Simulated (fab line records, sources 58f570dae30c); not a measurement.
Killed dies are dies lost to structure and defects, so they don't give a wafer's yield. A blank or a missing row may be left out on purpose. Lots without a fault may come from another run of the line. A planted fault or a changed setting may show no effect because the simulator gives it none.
fab line records | flow berkeley_cmos170
record lots=7 wafers=21 last_day=11
route steps=331 shown PWELL@34
lots that met no fault: from a run of the same line without faults
start_h: hours from the record's first day to the start of the lot's first wafer shown | wait_h: hours since the lot's step before | " the same as in the row above | L1.1+2: a row that stands for several wafers | - no value, or no start given | * or withheld: withheld | < > ~ a bound
route shown NAME@n: a module of which the file shows steps, and the number in the route of the first | usual: mean/standard deviation of fault-free wafers | same: alike in all rows | chamber/n: place in a boat | sites: the reading at each site | _std_site: their standard deviation | _edge_site: outer sites' mean less inner sites' | radius_mm: how far each site lies from the wafer's centre | mask NAME#n: copy n | behind: the tool/chamber that last shaped the wafer | hold: why the lot was held/for how many hours/how that ended | device: the transistor (n, p or np) that didn't switch | end of line: the same wafers' tests at the end of the route | a step without rows: its recipe alone | killed: dies lost to structure and defects at the first sort, not the wafer's yield | map: a wafer's dies, x killed, . not, _ none there
set.NAME: the setting as run; set.NAME@STEP: as run at that earlier step | model.NAME: the simulator's own value behind a step, which no gauge read
lots at some steps of the route; a table a step, a row a wafer
## steps
# step UCB170_PWELL_CLEAN_00
# recipe chemistry=SPM temp_c=120 time_s=600
# step UCB170_PWELL_CLEAN_01
# recipe chemistry=dHF dilution=25:1 time_s=60
# step UCB170_PWELL_OXIDATION_02
# recipe temp_c=1000 ambient=O2 target_thk_a=264 ox_time_s=1260
# step UCB170_PWELL_THK_MEAS_03
# recipe reads=SiO2_of_PWELL_OXIDATION_02
# usual PWELL_OXIDE_THK=26.2/0.43
# columns lot.wafer tool chamber start_h wait_h PWELL_OXIDE_THK[nm]
L789.1 film_metro-01 - 53.53 0.0 25.7
L789.2 " - " " 25.2
L789.4 " - " " 26.0
L794.2 film_metro-04 - 76.71 0.0 26.2
L794.5 " - " " 25.9
L794.6 " - " " 26.2
L798.1 film_metro-03 - 103.07 0.0 26.5
L798.3 " - " " 26.3
L798.6 " - " " 26.8
L807.2 film_metro-03 - 143.86 0.0 27.1
L807.3 " - " " 26.4
L807.4 " - " " 26.6
L806.4 film_metro-01 - 143.88 0.0 25.6
L806.5 " - " " 26.0
L806.6 " - " " 25.8
L808.1 film_metro-03 - 152.03 0.0 26.7
L808.3 " - " " 26.4
L808.4 " - " " 26.5
L809.2 film_metro-04 - 152.04 0.0 26.1
L809.5 " - " " 26.9
L809.6 " - " " 26.7
# step UCB170_PWELL_ANNEAL_04
# recipe temp_c=1000 time_s=900 ambient=N2
# step UCB170_PWELL_CVD_05
# recipe material=Si3N4 target_thk_nm=220 temp_c=800 precursor=SiH2Cl2/NH3 time_s=3300 pressure_mtorr=200 sih2cl2_flow_sccm=25 nh3_flow_sccm=75
# step UCB170_PWELL_THK_MEAS_06
# recipe reads=Si3N4_of_PWELL_CVD_05
# usual PWELL_NITRIDE_THK=220.6/2.1
# columns lot.wafer tool chamber start_h wait_h PWELL_NITRIDE_THK[nm]
L789.1 film_metro-01 - 59.28 0.0 220.8
L789.2 " - " " 220.4
L789.4 " - " " 221.4
L794.2 film_metro-04 - 83.42 0.0 220.0
L794.5 " - " " 219.7
L794.6 " - " " 221.2
L798.1 film_metro-03 - 109.96 0.0 219.2
L798.3 " - " " 220.0
L798.6 " - " " 219.4
L807.2 film_metro-04 - 152.43 0.0 222.5
L807.3 " - " " 221.7
L807.4 " - " " 223.3
L806.4 film_metro-03 - 152.45 0.0 220.2
L806.5 " - " " 218.7
L806.6 " - " " 218.7
L808.1 film_metro-01 - 155.76 0.0 224.0
L808.3 " - " " 222.5
L808.4 " - " " 224.7
L809.2 film_metro-04 - 155.82 0.1 221.4
L809.5 " - " " 222.3
L809.6 " - " " 221.2
# step UCB170_PWELL_HMDS_07
# recipe prime_time_s=60 prime_temp_c=100
# step UCB170_PWELL_COAT_08
# recipe resist=KrF spin_rpm=1500 resist_thk_nm=900
# step UCB170_PWELL_SOFTBAKE_09
# recipe resist=KrF temp_c=130 time_s=60
# step UCB170_PWELL_EXPOSE_10
# recipe mask_id=PWELL target_cd_nm=3000 na=0.5 sigma_outer=0.6 source_shape=conventional dose_mj=18.81
# step UCB170_PWELL_PEB_11
# recipe peb_temp_c=130 peb_time_s=withheld resist=KrF
# step UCB170_PWELL_DEVELOP_12
# recipe developer=TMAH develop_time_s=45 resist=KrF dev_temp_c=21
# usual chill_plate_temp_C=23.00/0.11 develop_time_s=45/0 resist_line_temp_C=22.99/0.12
# columns lot.wafer tool chamber start_h wait_h chill_plate_temp_C develop_time_s resist_line_temp_C model.KrF_of_PWELL_COAT_08.thk_nm
L789.1 litho_track-02 0 60 - 22.76 45 22.95 886.6
L789.2 " 0 " " 22.85 45 22.83 889.3
L789.4 " 0 " " 22.95 45 23.00 886.1
L794.2 litho_track-02 0 84 - 23.03 45 22.95 886.1
L794.5 " 0 " " 23.10 45 22.95 884.3
L794.6 " 0 " " 23.00 45 22.88 883
L798.1 litho_track-04 0 110 - 22.91 45 22.99 886.5
L798.3 " 0 " " 22.93 45 22.95 885.8
L798.6 " 0 " " 22.95 45 23.01 887.1
L806.4 litho_track-04 - 154 - - - - 901.7
L806.5 " - " " - - - 902.1
L806.6 " - " " - - - 902.5
L807.2 litho_track-01 - 154 - - - - 900.2
L807.3 " - " " - - - 900.9
L807.4 " - " " - - - 900
L808.1 litho_track-01 - 156 - - - - 903.9
L808.3 " - " " - - - 897.6
L808.4 " - " " - - - 899.3
L809.2 litho_track-04 0 156 - 22.87 45 23.16 889.9
L809.5 " 0 " " 23.02 45 22.89 891
L809.6 " 0 " " 22.85 45 22.90 890.7
# step UCB170_PWELL_OVL_MEAS_13
# usual PWELL_OVL=2/6.8
# columns lot.wafer tool chamber start_h wait_h PWELL_OVL[nm]
L789.1 overlay-01 - 60.82 - 15
L789.2 " - " " 11
L789.4 " - " " 3
L794.2 overlay-02 - 84.96 - 3
L794.5 " - " " 6
L794.6 " - " " 2
L798.1 overlay-02 - 110.86 - -2
L798.3 " - " " 1
L798.6 " - " " 3
L806.4 overlay-01 - 154.64 - -
L806.5 " - " " -
L806.6 " - " " -
L807.2 overlay-02 - 154.74 - -
L807.3 " - " " -
L807.4 " - " " -
L808.1 overlay-01 - 156.82 - -
L808.3 " - " " -
L808.4 " - " " -
L809.2 overlay-02 - 156.94 - 1
L809.5 " - " " 9
L809.6 " - " " -1
## key
first_sign step=UCB170_PWELL_DEVELOP_12 reading=tool_record direction=missing
effect none on later readings
model_effect step=UCB170_PWELL_DEVELOP_12 value=KrF_of_PWELL_COAT_08.thk_nm without=886.7 struck=900.9
met_at UCB170_PWELL_DEVELOP_12
struck_wafers L806.4,L806.5,L806.6,L807.2,L807.3,L807.4,L808.1,L808.3,L808.4
later_rows_left_out L806.4,L806.5,L806.6,L807.2,L807.3,L807.4,L808.1,L808.3,L808.4
sort_left_out L806.4,L806.5,L806.6,L807.2,L807.3,L807.4,L808.1,L808.3,L808.4
tester_left_out L806,L807,L808
onset_between 110 154
fault kind=skipped_step_whole tool=litho_track-01,litho_track-04 chamber=- onset_h=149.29 steps=UCB170_PWELL_DEVELOP_12 scope=struck_lots_only
# tester_left_out: of these lots the tester's yield and bins aren't shown, on N5 and GAA mostly nor the transistor test; their killed dies are dies lost to structure and defects alone, not to doping, threshold or leakage, so they don't give the yield
# sort_left_out: the simulated sort isn't trusted on such a fault, so these wafers' sort isn't shown, and their yield isn't known
# later_rows_left_out: the simulator's readings of these wafers behind a module that went badly wrong aren't trusted and aren't shown, but for the sort
